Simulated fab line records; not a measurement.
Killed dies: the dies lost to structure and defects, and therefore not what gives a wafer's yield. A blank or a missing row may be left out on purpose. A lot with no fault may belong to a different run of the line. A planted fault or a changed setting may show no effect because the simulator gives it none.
A lot that was struck, set against a sound lot + flow berkeleyCmos170 + 15 out of 331 route steps
Sound: wafers L651.3, L651.5, L651.6. Struck: wafers L654.3, L654.5, L654.6. The cause is named last.
Per side, at each step with rows, come the tool, then ch with its chambers, and then its first start. Under that, the readings that differ: sound wafers + struck wafers + difference of the means + sigmas: that difference in standard deviations of wafers without a fault.
alike: a reading whose means differ by less than 2 such deviations, as well as words and numbers matching on both sides. not compared: withheld readings; readings where some wafer has no value; bounds like >300 that might hide an equal value; numbers whose values overlap and for which the record gives no deviation.
A row with sigmas, a row that says differs or no value, or rows on one side alone: a step with any of these is where the two part. Numbers that don't overlap but have no deviation are shown without sigmas and don't part them. A reading that every wafer of one side lacks parts them only if that side has two wafers or more.

UCB170_M1_RS_MEAS_01: measurement is done with a four-point probe.
  sound on filmMetro-03 at day 7 20:10; struck on filmMetro-04 at day 8 21:27
  alike: M1_AL_RS
UCB170_M1_THK_MEAS_02: measures by xrf.
  sound on filmMetro-03 at day 7 20:16; struck on filmMetro-04 at day 8 21:33
  alike: M1_AL_THK
then, 6 steps without rows for these wafers: UCB170_M1_COAT_03; UCB170_M1_COAT_04 (resist thk 900 nm); UCB170_M1_SOFTBAKE_05 (time 60 s); UCB170_M1_EXPOSE_06 (exposes mask METAL1, target cd 700 nm); UCB170_M1_PEB_07; UCB170_M1_DEVELOP_08 (develop time 45 s).
UCB170_M1_CD_MEAS_09: target cd 700 nm.
  sound on cdSem-02 at day 7 21:36; struck on cdSem-02 at day 8 23:02
  alike: cdNm
UCB170_M1_OVL_MEAS_10:
  sound on overlay-01 at day 7 21:41; struck on overlay-02 at day 8 23:08
  alike: M1_OVL
UCB170_M1_ETCH_11: etches BARC in N2/H2.
  sound on rieDiel-02 ch 0,2,3, day 7 21:43; struck on rieDiel-02 ch 2,3, day 8 23:10
  alike: drypumpMotorCurrentA, oesProductAu, throttleValvePct
UCB170_M1_METAL_ETCH_12: etches Al in Cl2/BCl3, stops on PSG, target depth 780 nm, time 130 s.
  sound on rieMetal-04 ch 0,1, day 7 21:48; struck on rieMetal-04 ch 0, day 8 23:17
  alike: drypumpMotorCurrentA, oesProductAu, throttleValvePct
  not compared: rfHoursCounterH
UCB170_M1_STRIP_13: strips in O2.
  sound on plasmaAsher-04 ch 0,1, day 7 21:56; struck on plasmaAsher-04 ch 0,1, day 8 23:30
| reading             | sound             | struck            | difference | sigmas |
|---------------------|-------------------|-------------------|------------|--------|
| oesProductAu (a.u.) | 0.716 0.716 0.719 | 0.658 0.664 0.657 | -0.057     | -14    |
| overashFraction     | 0.5 0.5 0.5       | 0.7 0.7 0.7       | +0.2       |        |
  alike: drypumpMotorCurrentA
  not compared: rfHoursCounterH
UCB170_M1_CD_MEAS_90: target cd 700 nm.
  sound on cdSem-01 at day 7 22:06; struck on cdSem-01 at day 8 23:37
  alike: cdNm
UCB170_M3_PROBE_99:
  the record has rows for the sound wafers here (prober-01, day 8 17:17) and none for the struck ones

== WHERE THEY PART ==
At UCB170_M1_STRIP_13 first; at UCB170_M3_PROBE_99 last (within this record only).

WHY: the cause the simulator had injected
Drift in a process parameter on plasmaAsher-04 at UCB170_M1_STRIP_13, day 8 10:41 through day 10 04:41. Setting overashFraction shifted by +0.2 from 0.5. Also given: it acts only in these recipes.
